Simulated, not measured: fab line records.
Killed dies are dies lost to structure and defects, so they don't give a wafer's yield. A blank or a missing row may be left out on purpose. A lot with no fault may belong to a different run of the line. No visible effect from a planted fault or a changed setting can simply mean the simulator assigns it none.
Which of the tools did it? -- flow berkeley-cmos170 -- 14 lots, 42 wafers sampled, at 4 steps of a route of 331

WHAT THE GAUGES READ, wafer by wafer
UCB170_V1_CD_MEAS_90: target cd 700 nm. Usual: cd-nm at 699.3 nm, with a standard deviation of 1.3.
lot,measured,on,cd-nm (nm),flag
L235,day 9 09:35,cd-sem-02,701.3 698.0 697.3,
L236,day 9 13:24,cd-sem-01,697.9 699.6 697.4,
L238,day 9 11:02,cd-sem-02,698.3 697.7 699.5,
L240,day 10 04:52,cd-sem-02,698.9 699.3 697.9,
L241,day 10 03:29,cd-sem-02,698.0 699.2 696.8,
L239,day 10 06:00,cd-sem-01,699.4 697.3 699.2,
L242,day 10 21:38,cd-sem-01,698.7 699.4 698.7,
L244,day 11 00:26,cd-sem-01,700.6 697.1 699.1,
L245,day 11 04:47,cd-sem-02,698.9 700.4 700.1,
L247,day 11 17:12,cd-sem-01,697.8 697.5 698.6,
L250,day 11 23:15,cd-sem-01,698.8 699.9 697.6,
L253,day 13 07:07,cd-sem-02,700.6 701.4 701.1,
L252,day 13 05:06,cd-sem-02,699.8 698.2 698.5,
L257,day 14 02:35,cd-sem-01,700.9 699.3 699.7,

UCB170_V2_CD_MEAS_90: target cd 700 nm. Usual: cd-nm at 700.2 nm, with a standard deviation of 1.4.
lot,measured,on,cd-nm (nm),flag
L235,day 9 15:41,cd-sem-02,701.7 702.1 701.9,
L236,day 9 18:52,cd-sem-02,699.2 698.4 698.4,
L238,day 9 17:15,cd-sem-02,701.9 701.2 700.3,
L240,day 10 10:16,cd-sem-02,701.6 702.2 702.3,
L241,day 10 09:05,cd-sem-01,701.4 700.2 701.6,
L239,day 10 12:13,cd-sem-01,698.7 700.3 701.0,
L242,day 11 07:16,cd-sem-01,698.5 698.3 699.7,
L244,day 11 08:08,cd-sem-02,698.0 698.0 697.4,
L245,day 11 10:54,cd-sem-01,700.5 699.7 700.1,
L247,day 12 02:23,cd-sem-02,699.5 700.7 700.0,
L250,day 12 05:56,cd-sem-02,699.2 699.8 701.2,
L253,day 13 16:30,cd-sem-01,698.6 699.8 698.6,
L252,day 13 14:14,cd-sem-01,700.9 701.7 701.3,
L257,day 14 08:22,cd-sem-02,699.4 698.9 697.6,

UCB170_M3_THK_MEAS_03: measures by xrf. Usual: M3_AL_THK 902 nm, standard deviation 10.
lot,measured,on,M3_AL_THK (nm),flag
L235,day 9 16:04,film-metro-04,903 912 912,
L236,day 9 19:14,film-metro-04,901 904 906,
L238,day 9 17:38,film-metro-04,906 910 907,
L240,day 10 10:40,film-metro-01,915 906 900,
L241,day 10 09:28,film-metro-01,896 900 902,
L239,day 10 12:34,film-metro-01,900 903 894,
L242,day 11 07:40,film-metro-01,908 907 895,
L244,day 11 08:32,film-metro-01,889 890 892,
L245,day 11 11:20,film-metro-01,898 888 893,
L247,day 12 02:47,film-metro-01,916 901 904,
L250,day 12 06:19,film-metro-01,907 898 902,
L253,day 13 16:53,film-metro-02,922 910 910,
L252,day 13 14:35,film-metro-02,899 910 912,
L257,day 14 08:45,film-metro-04,906 905 903,

WHAT TOOL EACH LOT RAN ON (gives the tool, then ch and the chambers of the sampled wafers, and finally the start)
lot,UCB170_NVT_IMPLANT_07
L235,"implanter-04 ch 0, day 7 11:17"
L236,"implanter-01 ch 0, day 7 11:35"
L238,"implanter-02 ch 0, day 7 11:38"
L240,"implanter-04 ch 0, day 8 00:14"
L241,"implanter-02 ch 0, day 8 00:14"
L239,"implanter-01 ch 0, day 8 00:34"
L242,"implanter-02 ch 0, day 8 13:37"
L244,"implanter-02 ch 0, day 9 03:57"
L245,"implanter-04 ch 0, day 9 04:11"
L247,"implanter-04 ch 0, day 9 19:17"
L250,"implanter-04 ch 0, day 10 02:34"
L253,"implanter-01 ch 0, day 10 20:01"
L252,"implanter-04 ch 0, day 10 20:09"
L257,"implanter-02 ch 0, day 11 19:10"
- UCB170_NVT_IMPLANT_07

WHAT THE TOOLS THEMSELVES READ (means of the sampled wafers that have a number; where no wafer has one, the mark that the record gives instead)
UCB170_NVT_IMPLANT_07. Usual: beam-energy-keV 49.999, standard deviation 0.014; end-station-pressure-torr 5e-06 Torr, standard deviation 2.5e-07; tilt-deg 6.998 degrees, standard deviation 0.02.
lot,tool,beam-energy-keV,end-station-pressure-torr (Torr),tilt-deg (degrees),flag
L235,implanter-04,50.004,5e-06,7.022,
L236,implanter-01,49.990,5e-06,6.985,
L238,implanter-02,50.006,5e-06,6.993,
L240,implanter-04,50.003,5e-06,6.995,
L241,implanter-02,50.004,5e-06,6.979,
L239,implanter-01,49.994,5e-06,7.005,
L242,implanter-02,49.980,5e-06,7.004,
L244,implanter-02,49.998,5e-06,6.993,
L245,implanter-04,50.002,5e-06,7.005,
L247,implanter-04,49.985,5e-06,6.976,
L250,implanter-04,51.636,5e-06,7.007,OFF
L253,implanter-01,50.007,5e-06,7.005,
L252,implanter-04,51.618,5e-06,7.024,OFF
L257,implanter-02,49.980,5e-06,6.989,

THE ANSWER, worked out from the rows above alone
Rule: lot off if the mean of its wafers having a number is beyond 3 standard deviations from the usual mean. A lot without any number at a reading at which 4 lots or more have one is off too. Any other lot the step has rows for is counted as sound. After the gauges, taken in route order, come the tools' own readings; for these a lot's mean is taken, as printed above. At the first step where some lot is off, the reading lying furthest off is the one used; lots without a number count as furthest.
Off at UCB170_NVT_IMPLANT_07 (beam-energy-keV): L250, L252.
A tool fits if, at that step or a process step before it, it ran every lot that is off, and no sound lot after the first of them. One candidate fits, namely implanter-04 at UCB170_NVT_IMPLANT_07. A fault onset in the window from L247 (day 9 19:17, its last sound lot) to L250 (day 10 02:34, its first lot off) fits.
The tool's own readings at UCB170_NVT_IMPLANT_07 bear it out: on the lots that are off they differ by more than 5 times the standard deviation of the sound lots' means. beam-energy-keV reads 51.627 there against 49.996 on the sound lots.

WHAT THE SIMULATOR HAD INSERTED
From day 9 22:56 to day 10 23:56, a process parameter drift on implanter-04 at UCB170_NVT_IMPLANT_07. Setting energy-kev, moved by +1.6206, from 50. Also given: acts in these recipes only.
Shown lots that were struck: L250, L252. The same result came from the rule above.
